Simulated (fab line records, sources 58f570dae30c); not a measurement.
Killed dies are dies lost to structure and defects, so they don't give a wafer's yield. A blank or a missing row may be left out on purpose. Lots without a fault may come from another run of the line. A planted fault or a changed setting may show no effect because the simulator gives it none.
Problem report in the 8D (eight disciplines) form, filled by code | flow berkeley_cmos170 | the parts of the form that need people (team, actions taken, sign-off) are left out

1. THE PROBLEM
run_length_s at UCB170_M2_METAL_ETCH_18 reads a mean of 207.6 s on 3 wafers of 2 lots; wafers without a fault read 223.7 s with a standard deviation of 0.71. That is -23 standard deviations from the usual mean.
The step: etches Al in Cl2/BCl3, stops on SiO2, target depth 1170 nm, time 195 s.
First seen on wafer L288.3, day 12 09:42, on rie_metal-04. The record holds 42 wafers of 14 lots with a number at this step. Rule for "out", or "out of limits": more than 4 standard deviations from the usual mean. The other wafers with a number count as sound.

2. WHAT IT IS AND WHAT IT IS NOT
question                    | is                           | is not
which readings at this step | run_length_s, oes_product_au | drypump_motor_current_A, throttle_valve_pct
which lots                  | L288, L291                   | L271, L272, L273, L274, L277, L278, L279, L281, L282, L286, L293, L294
which wafers of those lots  | L288.3, L291.1, L291.5       | L288.1, L288.5, L291.2
read on which tools         | rie_metal-04                 | rie_metal-01, rie_metal-03
when                        | from day 12 09:42            | up to then (32 sound wafers); but 7 sound wafers of L291, L293, L294 came after

3. SUSPECTS, AND WHAT RULES EACH OUT
Counting: a tool at a process step up to the reading stays a suspect if it ran every lot that is out. Sound lots after the first of them don't rule it out here, since some wafers of a struck lot are sound.
- rtp_anneal-01 at UCB170_CONTACT_RTA_08 (time 10 s): kept. It ran every lot that is out, first L288 (day 11 23:49); its last sound lot up to then is L281 (day 10 09:32).
- rie_metal-04 at UCB170_M2_METAL_ETCH_18 (etches Al in Cl2/BCl3, stops on SiO2, target depth 1170 nm, time 195 s): kept. It ran every lot that is out, first L288 (day 12 09:42); its last sound lot up to then is L281 (day 11 05:42). Its own readings are out on those wafers: oes_product_au, run_length_s.
- Within rie_metal-04 at UCB170_M2_METAL_ETCH_18: the wafers that are out ran in chamber 0; their sound lot-mates ran in chamber 1.
Left after counting: rtp_anneal-01 at UCB170_CONTACT_RTA_08, rie_metal-04 at UCB170_M2_METAL_ETCH_18.

4. THE CAUSE (what the simulator had put in)
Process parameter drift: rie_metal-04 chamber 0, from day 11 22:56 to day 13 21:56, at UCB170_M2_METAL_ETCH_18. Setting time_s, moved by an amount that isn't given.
Counting left 2 suspects, and this tool is among them.

5. THE CHAIN OF EFFECTS, in route order
Each row: a reading whose mean over the struck wafers that have a number lies more than 3 standard deviations from the usual. Only readings for which the record gives a usual standard deviation are gone through. hours: the time from each lot's start at the first step in this table that gives one to its start at this step, as a median over the lots. sigmas: the change in usual standard deviations.
hours | step                    | reading        | usual      | on struck wafers | change | sigmas
0     | UCB170_M2_METAL_ETCH_18 | oes_product_au | 0.851 a.u. | 0.933            | +0.082 | +4.8
0     | UCB170_M2_METAL_ETCH_18 | run_length_s   | 223.7 s    | 207.6            | -16.1  | -23
0     | UCB170_M2_STRIP_19      | oes_product_au | 0.543 a.u. | 0.610            | +0.067 | +4.4
The process steps in it:
- UCB170_M2_METAL_ETCH_18: etches Al in Cl2/BCl3, stops on SiO2, target depth 1170 nm, time 195 s.
- UCB170_M2_STRIP_19: strips in O2.
Later measuring or inspecting steps at which every struck wafer that the step has a row for has a number for every such reading, and none has moved that far: UCB170_M3_THK_MEAS_03.

6. WHAT WOULD HAVE CAUGHT IT SOONER
In this record the first reading out of limits was taken at day 12 09:42, 11 hours after the fault began at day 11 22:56.
